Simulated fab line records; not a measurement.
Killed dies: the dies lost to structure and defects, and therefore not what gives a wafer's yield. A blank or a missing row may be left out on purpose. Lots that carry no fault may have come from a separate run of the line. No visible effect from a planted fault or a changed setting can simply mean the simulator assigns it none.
Which tool was responsible?	flow berkeley cmos170	15 lots with 45 wafers sampled at 3 steps, on a route of 331 steps

== WHAT THE GAUGES SHOWED, per wafer ==
UCB170_ACTIVE_THK_MEAS_03.
lot	measured	on	ACTIVE_OXIDE_THK (nm)
L949	day 3 10:00	film metro-02	25.9 25.9 26.0
L950	day 3 20:05	film metro-04	25.9 25.8 25.2
L951	day 4 05:04	film metro-01	25.8 25.8 26.2
L954	day 4 16:23	film metro-02	26.3 26.4 26.5
L953	day 5 00:16	film metro-02	26.9 26.9 27.3
L956	day 5 11:36	film metro-02	26.7 26.6 26.4
L957	day 5 11:36	film metro-01	26.3 26.0 25.9
L958	day 5 19:34	film metro-04	25.5 25.6 25.3
L963	day 6 13:08	film metro-02	27.1 26.6 26.5
L962	day 6 13:08	film metro-04	26.4 26.6 26.7
L965	day 7 05:23	film metro-01	26.1 26.6 26.3
L968	day 7 22:40	film metro-04	26.5 26.6 26.5
L969	day 8 05:23	film metro-04	26.6 26.5 26.7
L970	day 8 14:26	film metro-04	26.6 26.6 26.7
L972	day 8 14:27	film metro-02	26.9 26.7 26.9

UCB170_ACTIVE_CD_MEAS_13: target cd 1200 nm.
lot	measured	on	cd nm (nm)
L949	day 3 17:20	cd sem-02	1199.8 1201.4 1199.3
L950	day 4 10:22	cd sem-02	1200.0 1199.6 1201.2
L951	day 4 16:33	cd sem-01	1202.0 1201.7 1200.9
L954	day 4 23:17	cd sem-02	1197.5 1198.9 1199.7
L953	day 5 07:55	cd sem-02	1200.1 1201.0 1201.3
L956	day 5 19:06	cd sem-01	1200.1 1200.1 1200.9
L957	day 5 18:52	cd sem-02	1199.7 1198.1 1198.6
L958	day 6 05:29	cd sem-02	1198.0 1200.9 1199.9
L963	day 6 20:13	cd sem-02	1198.7 1199.2 1200.2
L962	day 6 19:58	cd sem-01	1201.9 1202.3 1201.7
L965	day 7 13:49	cd sem-01	1200.0 1198.7 1198.8
L968	day 8 07:02	cd sem-01	1200.6 1198.5 1198.2
L969	day 8 12:52	cd sem-01	1200.5 1200.7 1200.7
L970	day 8 21:47	cd sem-01	1199.1 1199.6 1198.9
L972	day 8 22:13	cd sem-01	1200.2 1199.6 1199.6

UCB170_SCREENOX_THK_MEAS_02.
lot	measured	on	SCREENOX_OXIDE_THK (nm)
L949	day 4 16:58	film metro-04	14.5 14.4 14.4
L950	day 5 10:43	film metro-04	14.7 14.8 14.5
L951	day 5 15:52	film metro-04	14.8 14.8 14.6
L954	day 5 23:52	film metro-02	13.9 13.9 13.8
L953	day 6 10:54	film metro-04	14.9 14.6 14.6
L956	day 6 22:53	film metro-04	14.6 14.5 14.4
L957	day 6 22:53	film metro-02	14.3 14.0 14.3
L958	day 7 08:40	film metro-02	14.3 14.4 14.5
L963	day 8 00:15	film metro-02	14.2 14.0 14.0
L962	day 8 00:16	film metro-04	14.1 14.2 14.1
L965	day 8 17:29	film metro-04	13.8 14.2 14.0
L968	day 9 09:11	film metro-02	14.3 14.1 14.1
L969	day 9 16:07	film metro-01	15.4 15.4 14.9
L970	day 9 21:41	film metro-01	14.3 14.3 14.4
L972	day 9 21:41	film metro-04	14.4 14.7 14.5

== WHAT TOOL EACH LOT RAN ON (gives the tool, then ch and the chambers of the sampled wafers, and finally the start) ==
Record: no process step prior to these readings.

== AS READ BY THE TOOLS THEMSELVES (means over the sampled wafers that have a number; for cases with no such wafer, the mark the record gives instead) ==
The record holds no such reading with a usual standard deviation.

== THE ANSWER, worked out from the rows above alone ==
Rule: what is usual is taken from the lots themselves. Put in order of their means at a reading, lots are off if they are a third of the lots or fewer, leave a main group of 4 or more, and stand apart from it by a gap of 3 or more times the standard deviation of the main group's means; of several such gaps the widest counts. A main group whose means are all the same, to the digits that the tables above print for the reading, isn't used. Also off: a lot with no number at a reading for which 4 or more lots have one. All remaining lots with rows at the step are treated as sound. After the gauges, taken in route order, come the tools' own readings; for these a lot's mean is taken, as printed above. At the first step where some lot is off, the reading lying furthest off is the one used; lots without a number count as furthest.
No lot is off on any of the readings shown, so nothing can be concluded from this.

== WHAT THE SIMULATOR PUT IN ==
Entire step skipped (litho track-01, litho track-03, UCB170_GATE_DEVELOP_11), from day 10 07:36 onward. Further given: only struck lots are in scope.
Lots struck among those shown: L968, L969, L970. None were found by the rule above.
